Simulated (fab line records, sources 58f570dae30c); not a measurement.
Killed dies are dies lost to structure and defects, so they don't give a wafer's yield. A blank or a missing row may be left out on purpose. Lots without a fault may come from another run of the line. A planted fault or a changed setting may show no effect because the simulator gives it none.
One fault seen from 2 desks | flow berkeley_cmos170 | each desk has only its own numbers; what lay behind them comes last

THE TOOL OWNER'S DESK: implanter-03
The tool's own readings at UCB170_PLDD_IMPLANT_09: means of the sampled wafers that have a number, for each lot that ran on this tool. A lot is out of limits, marked OUT, if its mean lies more than 4 standard deviations from the usual mean; the brackets give that distance.
Columns: A = beam_on_s at UCB170_PLDD_IMPLANT_09, usual 10.01 s; B = dose_ions_cm2 at UCB170_PLDD_IMPLANT_09, usual 5e+13; C = faraday_current_uA at UCB170_PLDD_IMPLANT_09, usual 158; D = rotation_deg at UCB170_PLDD_IMPLANT_09, usual 180.00 degrees
lot  | first seen here | A               | B                       | C             | D
L909 | day 7 14:55     | 9.82            | 5e+13                   | 161           | 180.00
L904 | day 7 15:57     | 9.80            | 5e+13                   | 162           | 179.93
L916 | day 9 12:16     | 13.10 (+15) OUT | 8e+13 (+99 or more) OUT | 195 (+12) OUT | 180.00
L919 | day 10 03:52    | 13.01 (+15) OUT | 8e+13 (+99 or more) OUT | 196 (+12) OUT | 179.92
This desk's finding: out of limits on L916, L919; first on L916, day 9 12:16 (beam_on_s at UCB170_PLDD_IMPLANT_09). In limits: L909, L904.

THE METROLOGY DESK
What the gauges read, lot by lot, whatever tool the lot ran on: means of the sampled wafers that have a number. A lot is out of limits, marked OUT, if its mean lies more than 4 standard deviations from the usual mean; the brackets give that distance.
Columns: A = PLDD_TW at UCB170_PLDD_TW_MEAS_11, usual 1008; B = PLDD_RS at UCB170_SDANNEAL_RS_MEAS_04, usual 1031.7 ohm/sq
lot  | first seen here | A              | B
L908 | day 7 14:52     | 1011           | 1033.3
L909 | day 7 15:09     | 1007           | 1034.9
L907 | day 7 15:36     | 1009           | 1034.3
L906 | day 7 15:53     | 1005           | 1034.1
L904 | day 7 16:10     | 1006           | 1028.6
L913 | day 8 19:59     | 1009           | 1034.6
L916 | day 9 12:31     | 1097 (+21) OUT | 838.9 (-84) OUT
L919 | day 10 04:07    | 1093 (+20) OUT | 836.1 (-85) OUT
L920 | day 10 17:35    | 1007           | 1031.6
L922 | day 11 04:20    | 1004           | 1030.8
L925 | day 11 10:58    | 1012           | 1031.3
L924 | day 11 11:05    | 1004           | 1031.5
L927 | day 12 01:28    | 1001           | 1032.3
L926 | day 12 02:34    | 1009           | 1033.0
This desk's finding: out of limits on L916, L919; first on L916, day 9 12:31 (PLDD_TW at UCB170_PLDD_TW_MEAS_11). In limits: L908, L909, L907, L906, L904, L913, L920, L922, L925, L924, L927, L926.

PUT TOGETHER
The tool owner's desk could have raised an alarm at day 9 12:16, on L916, L919.
The metrology desk could have raised an alarm at day 9 12:31, on L916, L919.
Of the lots named, all ran UCB170_PLDD_IMPLANT_09 on implanter-03.

WHAT THE SIMULATOR HAD PUT IN
Process parameter drift: implanter-03, from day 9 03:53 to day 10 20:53, at UCB170_PLDD_IMPLANT_09. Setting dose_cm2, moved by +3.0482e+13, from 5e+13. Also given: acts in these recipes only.
Lots struck among those shown: L916, L919.
Hours from the fault's start to each desk's first reading out of limits: the tool owner's desk, 8; the metrology desk, 9.
